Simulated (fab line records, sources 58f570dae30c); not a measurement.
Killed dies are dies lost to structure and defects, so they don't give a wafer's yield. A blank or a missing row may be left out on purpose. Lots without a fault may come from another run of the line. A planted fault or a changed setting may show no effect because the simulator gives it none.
Chamber matching | flow berkeley_cmos170 | UCB170_CONTACT_ETCH_17 on rie_diel-03: 4 sister chambers
The step etches BARC in N2/H2. 14 wafers are shown with their chamber, then 7 later ones without.

WAFERS WITH THEIR CHAMBER
wafer  | chamber | drypump_motor_current_A (A) | throttle_valve_pct (%) | oes_product_au (a.u.)
L531.3 | 1       | 6.3                         | 13.23                  | 0.975
L531.4 | 3       | 5.7                         | 13.21                  | 0.997
L531.6 | 2       | 6.6                         | 13.24                  | 1.005
L533.1 | 1       | 6.3                         | 13.23                  | 0.974
L533.3 | 2       | 6.6                         | 13.23                  | 0.985
L533.5 | 3       | 5.7                         | 13.20                  | 0.996
L534.1 | 2       | 6.6                         | 13.23                  | 0.997
L534.4 | 3       | 5.7                         | 13.22                  | 0.987
L534.6 | 2       | 6.6                         | 13.24                  | 0.995
L537.3 | 1       | 6.3                         | 13.24                  | 0.962
L537.4 | 2       | 6.6                         | 13.23                  | 0.992
L537.6 | 1       | 6.3                         | 13.24                  | 0.961
L544.2 | 2       | 6.5                         | 13.23                  | 1.001
L544.5 | 0       | 5.7                         | 13.30                  | 0.984

SIGNATURES (means of the wafers above)
reading                 | chamber 0 | chamber 1 | chamber 2 | chamber 3 | scatter within a chamber
drypump_motor_current_A | 5.700     | 6.300     | 6.583     | 5.700     | 0.0289
throttle_valve_pct      | 13.3000   | 13.2350   | 13.2333   | 13.2100   | 0.00658
oes_product_au          | 0.98400   | 0.96800   | 0.99583   | 0.99333   | 0.0069
Rule: a wafer's distance from a chamber is the root of the sum, over the readings, of the square of ((its reading less the chamber's mean) divided by the reading's scatter). The wafer belongs to the nearest chamber; if the next one is less than 2 further off, it can't be placed. The scatter: the root of (the sum of the squares of (reading less its chamber's mean) over the shown wafers, divided by (wafers less chambers)).

WAFERS WITHOUT THEIR CHAMBER
wafer  | drypump_motor_current_A (A) | throttle_valve_pct (%) | oes_product_au (a.u.)
L544.6 | 5.7                         | 13.18                  | 1.027
L548.2 | 6.5                         | 13.24                  | 0.988
L548.3 | 5.6                         | 13.30                  | 0.982
L548.6 | 6.5                         | 13.25                  | 0.989
L550.2 | 5.6                         | 13.31                  | 0.980
L550.3 | 6.5                         | 13.24                  | 0.995
L550.4 | 5.7                         | 13.18                  | 1.005

WHICH CHAMBER EACH WENT THROUGH
wafer  | from the rows above | in truth
L544.6 | 3                   | 3
L548.2 | 2                   | 2
L548.3 | 0                   | 0
L548.6 | 2                   | 2
L550.2 | 0                   | 0
L550.3 | 2                   | 2
L550.4 | 3                   | 3
Placed correctly: 7 of 7. Can't be placed from these rows: 0. Placed wrongly: 0.
